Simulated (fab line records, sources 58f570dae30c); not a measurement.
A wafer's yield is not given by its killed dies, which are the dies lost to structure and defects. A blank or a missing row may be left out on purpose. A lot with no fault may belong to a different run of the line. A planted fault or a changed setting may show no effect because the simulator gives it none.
The same fault as seen by 2 desks :: flow berkeley-cmos170 :: every desk sees just its own numbers, and what lay behind them comes last

== DESK OF THE TOOL OWNER: implanter-02 ==
The tool's own readings at UCB170_NLDD_IMPLANT_08: means of the sampled wafers that have a number, for each lot that ran on this tool. A lot is out of limits, marked OUT, if its mean lies more than 4 standard deviations from the usual mean; the brackets give that distance.
Columns: A = dose-ions-cm2 at UCB170_NLDD_IMPLANT_08, usual 4.999e+13; B = faraday-current-uA at UCB170_NLDD_IMPLANT_08, usual 158.5
lot: L667
first seen here: day 7 14:50
A: 4.997e+13
B: 158.8

lot: L670
first seen here: day 8 03:58
A: 4.997e+13
B: 155.6

lot: L672
first seen here: day 8 14:46
A: 5.008e+13
B: 156.3

lot: L677
first seen here: day 9 17:02
A: 3.078e+13 (-99 or more) OUT
B: 97.8 (-20) OUT

lot: L679
first seen here: day 9 17:34
A: 3.087e+13 (-99 or more) OUT
B: 98.0 (-20) OUT
This desk's verdict: out of limits on L677, L679, starting with L677 at day 9 17:02 (dose-ions-cm2 at UCB170_NLDD_IMPLANT_08). In limits: L667, L670, L672.

== THE METROLOGY DESK ==
What the gauges read, lot by lot, whatever tool the lot ran on: means of the sampled wafers that have a number. A lot is out of limits, marked OUT, if its mean lies more than 4 standard deviations from the usual mean; the brackets give that distance.
Columns: A = NLDD_TW at UCB170_NLDD_TW_MEAS_11, usual 2224; B = NLDD_RS at UCB170_SDANNEAL_RS_MEAS_05, usual 613.4 ohm/sq
lot: L667
first seen here: day 7 15:14
A: 2213
B: 611.9

lot: L666
first seen here: day 7 15:31
A: 2217
B: 612.8

lot: L668
first seen here: day 7 15:46
A: 2211
B: 611.3

lot: L669
first seen here: day 8 03:58
A: 2210
B: 611.5

lot: L670
first seen here: day 8 04:20
A: 2205
B: 613.5

lot: L673
first seen here: day 8 14:19
A: 2232
B: 613.4

lot: L672
first seen here: day 8 15:08
A: 2242
B: 615.8

lot: L671
first seen here: day 8 15:24
A: 2205
B: 614.4

lot: L675
first seen here: day 9 01:22
A: 2232
B: 611.1

lot: L677
first seen here: day 9 17:26
A: 2098 (-11) OUT
B: 707.4 (+55) OUT

lot: L676
first seen here: day 9 17:29
A: 2236
B: 613.2

lot: L679
first seen here: day 9 17:58
A: 2108 (-11) OUT
B: 709.3 (+56) OUT

lot: L687
first seen here: day 11 18:23
A: 2230
B: 616.8

lot: L689
first seen here: day 11 19:28
A: 2209
B: 613.1
This desk finds L677, L679 out of limits, with the earliest case on L677 at day 9 17:26 (NLDD_TW at UCB170_NLDD_TW_MEAS_11). In limits: L667, L666, L668, L669, L670, L673, L672, L671, L675, L676, L687, L689.

== PUT TOGETHER ==
At day 9 17:02, on L677, L679, the tool owner's desk was in a position to raise an alarm.
An alarm was possible from the metrology desk at day 9 17:26, on L677, L679.
Of the lots named, all ran UCB170_NLDD_IMPLANT_08 on implanter-02.

== WHAT WAS PUT IN BY THE SIMULATOR ==
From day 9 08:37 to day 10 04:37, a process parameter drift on implanter-02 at UCB170_NLDD_IMPLANT_08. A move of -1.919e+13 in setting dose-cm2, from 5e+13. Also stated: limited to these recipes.
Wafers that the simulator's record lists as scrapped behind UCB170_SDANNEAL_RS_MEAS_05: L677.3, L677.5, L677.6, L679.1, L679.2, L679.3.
Shown lots that were struck: L677, L679.
Time in hours from fault onset to the first out-of-limits reading at each desk: tool owner's desk 8, metrology desk 9.
